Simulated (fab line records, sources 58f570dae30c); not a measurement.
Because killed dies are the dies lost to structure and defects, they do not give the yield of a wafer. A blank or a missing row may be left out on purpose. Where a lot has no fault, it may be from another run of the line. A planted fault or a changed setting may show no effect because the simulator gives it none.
What tool caused it? | flow berkeley cmos170 | Sampling: 6 lots, 18 wafers, 2 of 331 route steps

WHAT EACH GAUGE READ, for each wafer
UCB170_M2_RS_MEAS_02: a four-point-probe measurement.
lot  | measured     | on            | M2_AL_RS (ohm/sq)
L241 | day 8 20:36  | film metro-03 | 0.0325 0.0324 0.0321
L243 | day 8 21:08  | film metro-03 | 0.0321 0.0319 0.0320
L245 | day 9 09:08  | film metro-03 | 0.0318 0.0317 0.0319
L250 | day 10 21:49 | film metro-02 | 0.0321 0.0324 0.0322
L256 | day 11 18:38 | film metro-03 | 0.0324 0.0326 0.0325
L259 | day 12 03:38 | film metro-03 | 0.0324 0.0321 0.0323

TOOL THAT RAN EACH LOT (tool first, then ch and the chambers of the sampled wafers, then the start)
lot  | UCB170_V1_ETCH_14
L241 | rie diel-04 ch 1,2,3, day 8 20:01
L243 | rie diel-01 ch 1,3, day 8 20:34
L245 | rie diel-01 ch 2,3, day 9 08:35
L250 | rie diel-04 ch 0,1,3, day 10 21:14
L256 | rie diel-04 ch 2,3, day 11 18:01
L259 | rie diel-04 ch 0,2, day 12 03:05
- UCB170_V1_ETCH_14: etches SiO2 in CHF3/CF4/Ar, stops on Al, target depth 1250 nm, time 291 s.

THE ANSWER, worked out from the rows above alone
Rule: usual is defined by the lots themselves. Put in order of their means at a reading, lots are off if they are a third of the lots or fewer, leave a main group of 4 or more, and stand apart from it by a gap of 3 or more times the standard deviation of the main group's means; of several such gaps the widest counts. A main group is skipped when, at the precision printed for the reading in the tables above, its means are all equal. Also off: a lot with no number at a reading for which 4 or more lots have one. Any other lot the step has rows for is counted as sound.
None of the lots is off at any reading shown; this tells nothing.

WHAT HAD BEEN PUT IN BY THE SIMULATOR
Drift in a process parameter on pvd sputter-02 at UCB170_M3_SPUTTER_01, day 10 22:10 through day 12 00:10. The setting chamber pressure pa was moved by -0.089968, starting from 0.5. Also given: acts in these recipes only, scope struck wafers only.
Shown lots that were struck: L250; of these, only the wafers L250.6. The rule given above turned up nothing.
